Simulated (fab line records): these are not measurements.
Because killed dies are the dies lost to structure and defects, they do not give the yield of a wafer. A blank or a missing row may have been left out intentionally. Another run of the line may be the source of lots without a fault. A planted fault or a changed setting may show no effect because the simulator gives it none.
What tool caused it?	flow rit_cmos	42 wafers from 14 lots sampled at 4 of the route's 202 steps

WHAT EACH GAUGE READ, for each wafer
RIT_ACTIVE_THK_MEAS_02.
lot	measured	on	ACTIVE_OXIDE_THK (nm)
L591	day 1 12:03	film_metro-02	46.6 46.8 46.9
L592	day 1 17:34	film_metro-02	47.2 46.5 47.3
L593	day 1 22:04	film_metro-04	46.4 46.6 46.7
L595	day 2 08:37	film_metro-04	47.0 46.9 47.1
L597	day 2 20:44	film_metro-04	46.1 45.8 46.1
L600	day 3 10:38	film_metro-02	45.8 45.8 46.5
L601	day 3 14:13	film_metro-01	45.3 45.1 45.4
L602	day 3 19:33	film_metro-02	46.5 46.2 46.4
L603	day 4 00:57	film_metro-04	46.3 46.3 46.2
L604	day 4 05:03	film_metro-04	45.6 46.6 46.5
L605	day 4 10:38	film_metro-02	47.8 47.0 47.9
L606	day 4 16:26	film_metro-01	46.7 46.7 46.8
L608	day 5 01:03	film_metro-04	47.1 46.4 46.0
L614	day 6 07:19	film_metro-02	47.5 46.9 47.2

RIT_REOX_THK_MEAS_04.
lot	measured	on	REOX_OXIDE_THK (nm)
L591	day 2 19:11	film_metro-04	24.6 25.1 25.2
L592	day 3 01:41	film_metro-04	26.3 26.3 25.8
L593	day 3 05:19	film_metro-01	25.7 25.6 25.4
L595	day 3 18:24	film_metro-01	25.2 25.3 25.3
L597	day 4 05:10	film_metro-03	25.0 25.6 25.4
L600	day 4 19:14	film_metro-04	25.9 25.8 25.5
L601	day 4 23:42	film_metro-03	25.6 24.9 24.9
L602	day 5 02:38	film_metro-03	25.6 25.3 24.8
L603	day 5 06:33	film_metro-01	25.0 24.7 24.7
L606	day 5 22:23	film_metro-04	25.1 25.4 25.2
L608	day 6 07:17	film_metro-01	24.6 24.4 24.6
L614	day 7 13:59	film_metro-03	25.3 25.8 25.7

WHAT TOOL EACH LOT RAN ON (gives the tool, then ch and the chambers of the sampled wafers, and finally the start)
lot	RIT_NRETRO_STRIP_09	RIT_GATE_DEVELOP_15
L591	plasma_asher-02 ch 0,1, day 2 06:43	litho_track-03 ch 0, day 2 14:00
L592	plasma_asher-03 ch 0,1, day 2 11:55	litho_track-03 ch 0, day 2 21:00
L593	plasma_asher-01 ch 0,1, day 2 17:01	litho_track-02 ch 0, day 3 01:00
L595	plasma_asher-01 ch 0,1, day 3 03:28	litho_track-02 ch 0, day 3 14:00
L597	plasma_asher-02 ch 0,1, day 3 16:37	litho_track-01 ch 0, day 4 01:00
L600	plasma_asher-01 ch 0,1, day 4 05:03	litho_track-02 ch 0, day 4 13:00
L601	plasma_asher-02 ch 0,1, day 4 10:14	litho_track-03 ch 0, day 4 19:00
L602	plasma_asher-02 ch 0, day 4 14:54	litho_track-02 ch 0, day 4 22:00
L603	plasma_asher-01 ch 0,1, day 4 19:10	litho_track-02 ch 0, day 5 01:00
L604	plasma_asher-03 ch 0,1, day 5 00:14	litho_track-02, day 5 07:00
L605	plasma_asher-03 ch 0,1, day 5 06:46	litho_track-02, day 5 15:00
L606	plasma_asher-01 ch 0,1, day 5 11:59	litho_track-01 ch 0, day 5 18:00
L608	plasma_asher-03 ch 0,1, day 5 20:26	litho_track-01 ch 0, day 6 03:00
L614	plasma_asher-03 ch 0,1, day 7 02:00	litho_track-01 ch 0, day 7 08:00
- RIT_NRETRO_STRIP_09: strips in O2, time 180 s.
- RIT_GATE_DEVELOP_15: develop time 50 s.

AS READ BY THE TOOLS THEMSELVES (means over the sampled wafers that have a number; for cases with no such wafer, the mark the record gives instead)
RIT_NRETRO_STRIP_09.
lot	tool	drypump_motor_current_A (A)	rf_refl_power_W (W)
L591	plasma_asher-02	6.5	7.2
L592	plasma_asher-03	5.6	5.0
L593	plasma_asher-01	5.9	4.6
L595	plasma_asher-01	5.9	4.5
L597	plasma_asher-02	6.5	7.4
L600	plasma_asher-01	5.9	4.8
L601	plasma_asher-02	6.3	6.1
L602	plasma_asher-02	6.8	8.5
L603	plasma_asher-01	5.7	5.3
L604	plasma_asher-03	5.6	4.9
L605	plasma_asher-03	5.6	4.9
L606	plasma_asher-01	5.7	5.7
L608	plasma_asher-03	5.6	5.0
L614	plasma_asher-03	5.5	4.4

RIT_GATE_DEVELOP_15.
lot	tool	chill_plate_temp_C (C)
L591	litho_track-03	22.84
L592	litho_track-03	22.97
L593	litho_track-02	22.92
L595	litho_track-02	23.06
L597	litho_track-01	23.07
L600	litho_track-02	22.90
L601	litho_track-03	22.92
L602	litho_track-02	23.03
L603	litho_track-02	22.96
L604	litho_track-02	-
L605	litho_track-02	-
L606	litho_track-01	23.13
L608	litho_track-01	22.92
L614	litho_track-01	22.92

THE ANSWER, worked out from the rows above alone
Rule: the lots themselves supply what counts as usual. Put in order of their means at a reading, lots are off if they are a third of the lots or fewer, leave a main group of 4 or more, and stand apart from it by a gap of 3 or more times the standard deviation of the main group's means; of several such gaps the widest counts. A main group whose means are all the same, to the digits that the tables above print for the reading, isn't used. Also off: a lot with no number at a reading for which 4 or more lots have one. The other lots that the step has rows for count as sound. Order of review: gauges by route order, followed by the tools' own readings, for which a lot's mean as printed above is used. The first step at which some lot is off is used, and at that step the reading that is off furthest; a lot without a number counts as furthest.
Off: L604, L605, at RIT_GATE_DEVELOP_15 (chill_plate_temp_C). Without a number there: L604, L605. Mean 22.97 C and standard deviation 0.081 in the main group.
If a tool, at that step or one of the process steps before it, ran each lot that is off and ran no sound lot following the first of them, it fits. One candidate fits, namely litho_track-02 at RIT_GATE_DEVELOP_15. A fault onset in the window from L603 (day 5 01:00, its last sound lot) to L604 (day 5 07:00, its first lot off) fits.
Blank at RIT_GATE_DEVELOP_15 on the lots that are off, where sound lots have numbers: chill_plate_temp_C.

WHAT THE SIMULATOR PUT IN
Step skipped in full: litho_track-02, at RIT_GATE_DEVELOP_15, from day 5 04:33 onward. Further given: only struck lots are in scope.
Struck lots among those shown: L604, L605. The rule given above showed the same thing.
